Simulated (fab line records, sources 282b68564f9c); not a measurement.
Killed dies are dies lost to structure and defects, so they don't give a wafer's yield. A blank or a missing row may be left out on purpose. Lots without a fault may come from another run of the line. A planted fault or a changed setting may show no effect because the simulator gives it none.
A struck lot beside a sound one | flow rit_cmos | 27 steps out of a route of 202
Sound: wafers L868.2, L868.3, L868.4. Struck: wafers L857.1, L857.3, L857.5. The cause comes at the end.
At each step with rows: each side's tool, then ch and its chambers, then its first start. Under that, the readings that differ: sound wafers | struck wafers | difference of the means | sigmas: that difference in standard deviations of wafers without a fault.
alike: readings whose means differ by less than 2 such deviations, and words and numbers that are the same on both sides. not compared: withheld readings, readings that some wafer has no value for, bounds like >300 that may hide the same value, and numbers for which the record gives no deviation and whose values overlap.
The two part at a step that has a row with sigmas, a row that says differs or no value, or rows on one side only. Numbers that don't overlap but have no deviation are shown without sigmas and don't part them. A reading that every wafer of one side lacks parts them only if that side has two wafers or more.

RIT_ACTIVE_BOW_MEAS_00:
  sound on film_metro-04, day 4 23:01; struck on film_metro-04, day 2 16:00
  alike: INCOMING_BOW
then, 1 step without rows for these wafers: RIT_ACTIVE_OXIDATION_01 (target thk 46.8 nm, ox time 3360 s).
RIT_ACTIVE_THK_MEAS_02:
  sound on film_metro-02, day 5 02:02; struck on film_metro-02, day 2 18:03
  alike: ACTIVE_OXIDE_THK
RIT_ACTIVE_CVD_03: deposits Si3N4 from SiH2Cl2/NH3, target thk 150 nm, time 1500 s.
  sound on lpcvd-01 ch 0, day 5 02:05; struck on lpcvd-02 ch 1, day 2 18:07
  reading                                  | sound             | struck            | difference | sigmas
  pressure_mtorr (mTorr)                   | 300.4 299.5 299.8 | 150.1 150.2 150.0 | -149.8     | -99 or more
  model.Si3N4_of_ACTIVE_CVD_03.thk_nm (nm) | 149.4 150 150.9   | 122.7 122.1 122.7 | -27.6      |
  alike: spike_tc_source_C
RIT_ACTIVE_THK_MEAS_04:
  sound on film_metro-04, day 5 03:31; struck on film_metro-03, day 2 19:32
  reading                 | sound             | struck            | difference | sigmas
  ACTIVE_NITRIDE_THK (nm) | 149.4 150.0 150.9 | 122.6 122.2 122.7 | -27.6      | -23
then, 6 steps without rows for these wafers: RIT_ACTIVE_HMDS_05 (prime time 60 s); RIT_ACTIVE_COAT_06 (resist thk 1000 nm); RIT_ACTIVE_SOFTBAKE_07 (time 60 s); RIT_ACTIVE_EXPOSE_08 (exposes mask M1, target cd 1400 nm); RIT_ACTIVE_PEB_09; RIT_ACTIVE_DEVELOP_10 (develop time 50 s).
RIT_ACTIVE_CD_MEAS_11: target cd 1400 nm.
  sound on cd_sem-02, day 5 04:34; struck on cd_sem-02, day 2 20:36
  alike: cd_nm
then, 1 step without rows for these wafers: RIT_ACTIVE_HARDBAKE_12 (time 60 s).
RIT_ACTIVE_ETCH_13: etches Si3N4 in SF6, stops on SiO2, time 210 s, target depth 210 nm.
  sound on rie_diel-03 ch 0,1,3, day 5 04:49; struck on rie_diel-02 ch 0,2, day 2 20:53
  reading                            | sound             | struck            | difference | sigmas
  oes_product_au (a.u.)              | 0.820 0.815 0.827 | 0.740 0.751 0.734 | -0.079     | -7
  model.ACTIVE.feature_depth_nm (nm) | 149.4 151.5 150.9 | 124.4 122.1 124.4 | -27.0      |
  model.etch.depth_nm (nm)           | 149.4 150 150.9   | 122.7 122.1 122.7 | -27.6      |
  alike: SF6_flow_sccm, drypump_motor_current_A, throttle_valve_pct
  not compared: rf_hours_counter_h
RIT_ACTIVE_STRIP_14: strips in O2, time 180 s.
  sound on plasma_asher-01 ch 0,1, day 5 04:57; struck on plasma_asher-02 ch 0,1, day 2 21:01
  alike: drypump_motor_current_A
  not compared: rf_hours_counter_h
RIT_ACTIVE_CD_MEAS_90: target cd 1400 nm.
  sound on cd_sem-02, day 5 05:08; struck on cd_sem-02, day 2 21:12
  alike: cd_nm
then, 4 steps without rows for these wafers: RIT_ACTIVE_CLEAN_15 (cleans in SC1, time 600 s); RIT_ACTIVE_CLEAN_16 (cleans in dHF, time 30 s); RIT_ACTIVE_CLEAN_17 (cleans in SC2, time 600 s); RIT_FOX1_OXIDATION_00 (target thk 350.7 nm, ox time 1130 s).
RIT_FOX1_THK_MEAS_01:
  sound on film_metro-01, day 5 07:23; struck on film_metro-04, day 2 23:00
  alike: FOX1_OXIDE_THK
then, 2 steps without rows for these wafers: RIT_FOX1_WET_ETCH_02 (etches SiO2 in BOE, target depth 350 nm, time 390 s); RIT_FOX2_OXIDATION_00 (target thk 350.7 nm, ox time 1130 s).
RIT_FOX2_THK_MEAS_01:
  sound on film_metro-02, day 5 09:23; struck on film_metro-03, day 3 00:30
  alike: FOX2_OXIDE_THK
RIT_FOX2_CLEAN_02: cleans in dHF, time 180 s.
  sound on wet_bench-01 ch 3, day 5 09:26; struck on wet_bench-02 ch 2, day 3 00:34
  reading                                  | sound             | struck          | difference | sigmas
  model.Si3N4_of_ACTIVE_CVD_03.thk_nm (nm) | 130.2 130.8 131.7 | 103.6 103 103.6 | -27.5      |
then, 1 step without rows for these wafers: RIT_FOX2_WET_ETCH_03 (etches Si3N4 in H3PO4, target depth 195 nm, time 2700 s).
RIT_M1_PROBE_99:
  sound on prober-02, day 6 23:25; struck on prober-01, day 4 16:38
  alike: killed_at_M0_to_M3, killed_at_front_end, killed_dies, killed_open, killed_short
  not compared: model.etest.pldd.width_nm, model.etest.nldd.width_nm, model.etest.pplus_sal.width_nm

WHERE THEY PART
First at RIT_ACTIVE_CVD_03; last, within this record, at RIT_ACTIVE_ETCH_13. Later steps at which nothing parts them and some readings are alike: RIT_ACTIVE_STRIP_14, RIT_ACTIVE_CD_MEAS_90, RIT_FOX1_THK_MEAS_01, RIT_FOX2_THK_MEAS_01, RIT_M1_PROBE_99.

WHY: what the simulator had put in
Process parameter drift: lpcvd-02, from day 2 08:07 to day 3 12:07, at RIT_ACTIVE_CVD_03. Setting pressure_mtorr, moved by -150, from 300. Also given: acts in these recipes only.
